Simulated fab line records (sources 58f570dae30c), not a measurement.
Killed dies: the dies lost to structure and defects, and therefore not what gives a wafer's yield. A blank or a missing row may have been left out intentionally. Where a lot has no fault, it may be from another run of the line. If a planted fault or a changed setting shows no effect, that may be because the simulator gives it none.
Which tool was responsible? | flow berkeley cmos170 | Sampling: 16 lots, 48 wafers, 3 of 331 route steps

WHAT THE GAUGES SHOWED, per wafer
UCB170_GATE_OVL_MEAS_13. Usual: GATE_OVL gives -1 nm (standard deviation 6.3).
lot  | measured     | on         | GATE_OVL (nm) | flag
L250 | day 6 14:01  | overlay-01 | -4 5 -3       |
L251 | day 6 14:29  | overlay-01 | -7 -2 -1      |
L252 | day 6 21:30  | overlay-01 | 8 -1 3        |
L254 | day 7 08:59  | overlay-01 | 0 0 -5        |
L253 | day 7 09:27  | overlay-01 | 2 2 1         |
L255 | day 7 09:16  | overlay-01 | 3 -2 8        |
L256 | day 7 09:07  | overlay-01 | 1 -6 -3       |
L257 | day 7 17:15  | overlay-02 | -5 -6 -8      |
L258 | day 7 17:26  | overlay-01 | 1 1 2         |
L260 | day 8 05:36  | overlay-01 | 4 10 14       |
L262 | day 8 22:28  | overlay-01 | -2 -5 -11     |
L264 | day 8 22:13  | overlay-01 | -6 -14 -10    |
L266 | day 9 07:41  | overlay-02 | -3 -3 1       |
L268 | day 9 23:17  | overlay-01 | 3 7 8         |
L269 | day 10 10:10 | overlay-02 | 5 3 3         |
L271 | day 10 10:27 | overlay-02 | -5 -6 -2      |

UCB170_CONTACT_THK_MEAS_02. Usual: CONTACT_PSG_THK gives 702 nm (standard deviation 9).
lot  | measured     | on            | CONTACT_PSG_THK (nm) | flag
L250 | day 7 14:27  | film metro-03 | 694 691 694          |
L251 | day 7 14:26  | film metro-01 | 690 700 697          |
L252 | day 7 19:09  | film metro-03 | 699 699 696          |
L254 | day 8 00:25  | film metro-04 | 706 708 709          |
L253 | day 8 02:11  | film metro-01 | 685 680 676          |
L255 | day 8 03:56  | film metro-01 | 711 714 715          |
L256 | day 8 01:17  | film metro-01 | 705 702 701          |
L257 | day 8 10:10  | film metro-03 | 706 704 711          |
L258 | day 8 10:10  | film metro-04 | 694 693 693          |
L260 | day 9 02:02  | film metro-04 | 719 722 717          |
L262 | day 9 17:54  | film metro-03 | 714 719 714          |
L264 | day 9 18:22  | film metro-01 | 694 691 693          |
L266 | day 10 01:26 | film metro-03 | 712 717 712          |
L268 | day 10 18:03 | film metro-03 | 704 702 701          |
L269 | day 11 02:56 | film metro-01 | 700 704 695          |
L271 | day 11 04:02 | film metro-03 | 700 702 701          |

WHICH TOOL RAN EACH LOT (tool, then ch and the chambers of the sampled wafers, then the start)
lot  | UCB170_ZERO_EXPOSE_03
L250 | krf scanner-01 ch 0, day 2 00:16
L251 | krf scanner-01 ch 0, day 2 00:22
L252 | krf scanner-02 ch 0, day 2 09:04
L254 | krf scanner-02 ch 0, day 2 13:49
L253 | krf scanner-01 ch 0, day 2 14:03
L255 | krf scanner-02 ch 0, day 2 22:14
L256 | krf scanner-01 ch 0, day 3 00:50
L257 | krf scanner-01 ch 0, day 3 06:57
L258 | krf scanner-01 ch 0, day 3 12:15
L260 | krf scanner-02 ch 0, day 3 18:06
L262 | krf scanner-01 ch 0, day 4 09:31
L264 | krf scanner-02 ch 0, day 4 21:07
L266 | krf scanner-02 ch 0, day 5 06:32
L268 | krf scanner-02 ch 0, day 5 13:50
L269 | krf scanner-02 ch 0, day 5 22:52
L271 | krf scanner-02 ch 0, day 6 04:30
- UCB170_ZERO_EXPOSE_03: exposes mask PM MARKS, target cd 4000 nm.

WHAT THE TOOLS THEMSELVES READ (means of the sampled wafers that have a number; where no wafer has one, the mark that the record gives instead)
UCB170_ZERO_EXPOSE_03. Usual: exposure dose mJ cm2 reads 29.995 (standard deviation 0.028).
lot  | tool           | exposure dose mJ cm2 | flag
L250 | krf scanner-01 | 29.967               |
L251 | krf scanner-01 | 30.002               |
L252 | krf scanner-02 | 29.984               |
L254 | krf scanner-02 | 30.013               |
L253 | krf scanner-01 | 29.982               |
L255 | krf scanner-02 | 29.962               |
L256 | krf scanner-01 | 26.062               | OFF
L257 | krf scanner-01 | 26.060               | OFF
L258 | krf scanner-01 | 26.049               | OFF
L260 | krf scanner-02 | 30.005               |
L262 | krf scanner-01 | 26.059               | OFF
L264 | krf scanner-02 | 30.020               |
L266 | krf scanner-02 | 30.005               |
L268 | krf scanner-02 | 29.967               |
L269 | krf scanner-02 | 29.997               |
L271 | krf scanner-02 | 30.052               |

THE ANSWER, worked out from the rows above alone
Rule: lot off if the mean of its wafers having a number is beyond 3 standard deviations from the usual mean. Also off: a lot with no number at a reading for which 4 or more lots have one. Any other lot the step has rows for is counted as sound. After the gauges, taken in route order, come the tools' own readings; for these a lot's mean is taken, as printed above. The first step at which some lot is off is used, and at that step the reading that is off furthest; a lot without a number counts as furthest.
Off: L256, L257, L258, L262 (UCB170_ZERO_EXPOSE_03, exposure dose mJ cm2).
A tool fits if, at that step or a process step before it, it ran every lot that is off, and no sound lot after the first of them. One fits: krf scanner-01 at UCB170_ZERO_EXPOSE_03. A fault onset in the window from L253 (day 2 14:03, its last sound lot) to L256 (day 3 00:50, its first lot off) fits.
The tool's own readings at UCB170_ZERO_EXPOSE_03 bear it out: on the lots that are off they differ by more than 5 times the standard deviation of the sound lots' means. exposure dose mJ cm2 reads 26.058 there against 29.996 on the sound lots.

WHAT THE SIMULATOR HAD PUT IN
Process parameter drift: krf scanner-01, from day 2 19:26 on, at UCB170_ZERO_EXPOSE_03. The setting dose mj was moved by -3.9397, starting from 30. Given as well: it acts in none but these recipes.
Shown lots that were struck: L256, L257, L258, L262. The rule above reached the same finding.
